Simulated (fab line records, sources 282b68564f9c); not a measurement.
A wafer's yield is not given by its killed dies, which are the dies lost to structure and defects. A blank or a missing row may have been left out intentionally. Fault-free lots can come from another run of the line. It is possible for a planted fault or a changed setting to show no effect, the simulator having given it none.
The tool behind it: which one? + flow rit-cmos + 15 lots with 45 wafers sampled at 2 steps, on a route of 202 steps

WHAT THE GAUGES SHOWED, per wafer
RIT_REOX_THK_MEAS_04. Usual: REOX_OXIDE_THK gives 25.4 nm (standard deviation 0.43).
| lot  | measured    | on            | REOX_OXIDE_THK (nm) | flag |
|------|-------------|---------------|---------------------|------|
| L152 | day 2 22:24 | film-metro-03 | 25.1 24.8 25.4      |      |
| L153 | day 3 03:51 | film-metro-03 | 25.0 25.1 24.6      |      |
| L154 | day 3 07:18 | film-metro-02 | 25.9 25.4 25.7      |      |
| L155 | day 3 13:25 | film-metro-01 | 25.7 25.9 25.4      |      |
| L156 | day 3 20:36 | film-metro-01 | 26.1 25.7 25.7      |      |
| L157 | day 3 22:32 | film-metro-01 | 25.1 25.6 24.9      |      |
| L159 | day 4 08:19 | film-metro-01 | 25.3 25.1 25.2      |      |
| L160 | day 4 19:16 | film-metro-02 | 25.6 26.2 26.2      |      |
| L161 | day 4 19:36 | film-metro-01 | 25.2 25.5 25.4      |      |
| L162 | day 5 00:26 | film-metro-02 | 25.1 25.1 25.1      |      |
| L166 | day 5 23:56 | film-metro-01 | 32.9 32.4 32.9      | OFF  |
| L170 | day 6 16:50 | film-metro-01 | 32.9 33.0 32.3      | OFF  |
| L172 | day 7 01:52 | film-metro-02 | 33.3 32.9 32.5      | OFF  |
| L173 | day 7 06:28 | film-metro-02 | 25.5 24.9 25.2      |      |
| L174 | day 7 11:52 | film-metro-01 | 25.3 25.6 25.6      |      |

WHICH TOOL RAN EACH LOT (tool, then ch and the chambers of the sampled wafers, then the start)
| lot  | RIT_REOX_OXIDATION_03        |
|------|------------------------------|
| L152 | furnace-02 ch 0, day 2 19:51 |
| L153 | furnace-02 ch 0, day 3 01:18 |
| L154 | furnace-01 ch 0, day 3 04:45 |
| L155 | furnace-01 ch 0, day 3 10:52 |
| L156 | furnace-01 ch 0, day 3 18:02 |
| L157 | furnace-03 ch 0, day 3 19:59 |
| L159 | furnace-03 ch 0, day 4 05:46 |
| L160 | furnace-01 ch 0, day 4 16:43 |
| L161 | furnace-03 ch 0, day 4 17:03 |
| L162 | furnace-01 ch 0, day 4 21:53 |
| L166 | furnace-03 ch 0, day 5 21:22 |
| L170 | furnace-03 ch 0, day 6 14:16 |
| L172 | furnace-03 ch 0, day 6 23:19 |
| L173 | furnace-02 ch 0, day 7 03:54 |
| L174 | furnace-02 ch 0, day 7 09:19 |
- RIT_REOX_OXIDATION_03: target thk 25.2 nm, ox time 5580 s.

WHAT THE TOOLS THEMSELVES READ (means of the sampled wafers that have a number; where no wafer has one, the mark that the record gives instead)
The record holds no such reading with a usual standard deviation.

THE ANSWER, worked out from the rows above alone
Rule: a lot counts as off when the mean over its wafers that have a number is more than 3 standard deviations away from the usual mean. A lot without any number at a reading at which 4 lots or more have one is off too. The other lots that the step has rows for count as sound. First the gauges in route order, then the tools' own readings, where a lot's mean is used as printed above. At the first step where some lot is off, the reading lying furthest off is the one used; lots without a number count as furthest.
Off: L166, L170, L172, seen at RIT_REOX_THK_MEAS_04 (REOX_OXIDE_THK).
A tool fits if, at a process step before that reading, it ran every lot that is off, and no sound lot after the first of them. The gauges at RIT_REOX_THK_MEAS_04 are tried like those tools. One fits: furnace-03 at RIT_REOX_OXIDATION_03. Its last sound lot is L161 (day 4 17:03), its first lot that is off L166 (day 5 21:22): a fault that began between those two fits.

WHAT THE SIMULATOR HAD PUT IN
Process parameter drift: furnace-03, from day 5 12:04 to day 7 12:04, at RIT_REOX_OXIDATION_03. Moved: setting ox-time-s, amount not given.
Struck lots among those shown: L166, L170, L172. Same finding as the rule above.
